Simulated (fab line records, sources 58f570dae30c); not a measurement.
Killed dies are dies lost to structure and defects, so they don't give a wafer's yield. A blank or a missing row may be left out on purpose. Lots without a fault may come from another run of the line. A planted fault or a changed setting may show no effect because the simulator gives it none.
Which tool did it? | flow berkeley_cmos170 | 14 lots, 42 wafers sampled, at 1 step of a route of 331

WHAT THE GAUGES READ, wafer by wafer
The record holds no reading of a measuring or inspecting step that can be judged against a usual standard deviation.

WHICH TOOL RAN EACH LOT (tool, then ch and the chambers of the sampled wafers, then the start)
lot  | UCB170_PWELL_STRIP_16
L244 | plasma_asher-02 ch 0,1, day 3 23:06
L243 | plasma_asher-02 ch 0,1, day 3 23:41
L245 | plasma_asher-03 ch 1, day 4 08:46
L246 | plasma_asher-01 ch 0,1, day 4 09:01
L249 | plasma_asher-02 ch 0,1, day 5 00:23
L248 | plasma_asher-03 ch 0, day 5 00:31
L250 | plasma_asher-02 ch 0,1, day 5 00:45
L251 | plasma_asher-01 ch 0,1, day 5 10:32
L252 | plasma_asher-03 ch 0,1, day 5 11:07
L256 | plasma_asher-02 ch 0,1, day 6 05:43
L255 | plasma_asher-03 ch 0,1, day 6 10:58
L258 | plasma_asher-03 ch 0,1, day 7 06:37
L262 | plasma_asher-02 ch 0,1, day 8 02:14
L264 | plasma_asher-01 ch 0,1, day 8 08:08
- UCB170_PWELL_STRIP_16: strips in O2.

WHAT THE TOOLS THEMSELVES READ (means of the sampled wafers that have a number; where no wafer has one, the mark that the record gives instead)
UCB170_PWELL_STRIP_16.
lot  | tool            | drypump_motor_current_A (A) | oes_product_au (a.u.) | strip_time_to_endpoint_s (s)
L244 | plasma_asher-02 | 5.7                         | 0.723                 | 18.03
L243 | plasma_asher-02 | 5.4                         | 0.720                 | 18.09
L245 | plasma_asher-03 | 4.9                         | 0.721                 | 18.09
L246 | plasma_asher-01 | 5.9                         | 0.726                 | 18.01
L249 | plasma_asher-02 | 5.7                         | 0.722                 | 18.10
L248 | plasma_asher-03 | 5.9                         | 0.723                 | 18.02
L250 | plasma_asher-02 | 5.4                         | 0.722                 | 18.20
L251 | plasma_asher-01 | 5.9                         | 0.724                 | 18.12
L252 | plasma_asher-03 | 5.2                         | 0.723                 | 18.15
L256 | plasma_asher-02 | 5.4                         | 0.722                 | 18.07
L255 | plasma_asher-03 | 5.2                         | 0.794                 | 18.08
L258 | plasma_asher-03 | 5.2                         | 0.798                 | 17.92
L262 | plasma_asher-02 | 5.7                         | 0.725                 | 18.12
L264 | plasma_asher-01 | 5.9                         | 0.723                 | 18.12

THE ANSWER, worked out from the rows above alone
Rule: what is usual is taken from the lots themselves. Put in order of their means at a reading, lots are off if they are a third of the lots or fewer, leave a main group of 4 or more, and stand apart from it by a gap of 3 or more times the standard deviation of the main group's means; of several such gaps the widest counts. A main group whose means are all the same, to the digits that the tables above print for the reading, isn't used. A lot without any number at a reading at which 4 lots or more have one is off too. The other lots that the step has rows for count as sound. The gauges are gone through in route order, then the tools' own readings, and for those a lot's mean is taken as printed above. The first step at which some lot is off is used, and at that step the reading that is off furthest; a lot without a number counts as furthest.
Off: L255, L258, at UCB170_PWELL_STRIP_16 (oes_product_au). The main group: mean 0.723 a.u., standard deviation 0.0016.
A tool fits if, at that step or a process step before it, it ran every lot that is off, and no sound lot after the first of them. One fits: plasma_asher-03 at UCB170_PWELL_STRIP_16. Its last sound lot is L252 (day 5 11:07), its first lot that is off L255 (day 6 10:58): a fault that began between those two fits.
The tool's own readings at UCB170_PWELL_STRIP_16 bear it out: on the lots that are off they differ by more than 5 times the standard deviation of the sound lots' means. oes_product_au reads 0.796 a.u. there against 0.723 a.u. on the sound lots.

WHAT THE SIMULATOR HAD PUT IN
Process parameter drift: plasma_asher-03, from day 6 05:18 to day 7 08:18, at UCB170_PWELL_STRIP_16. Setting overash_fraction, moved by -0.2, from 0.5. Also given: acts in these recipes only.
Lots struck among those shown: L255, L258. The rule above found the same.
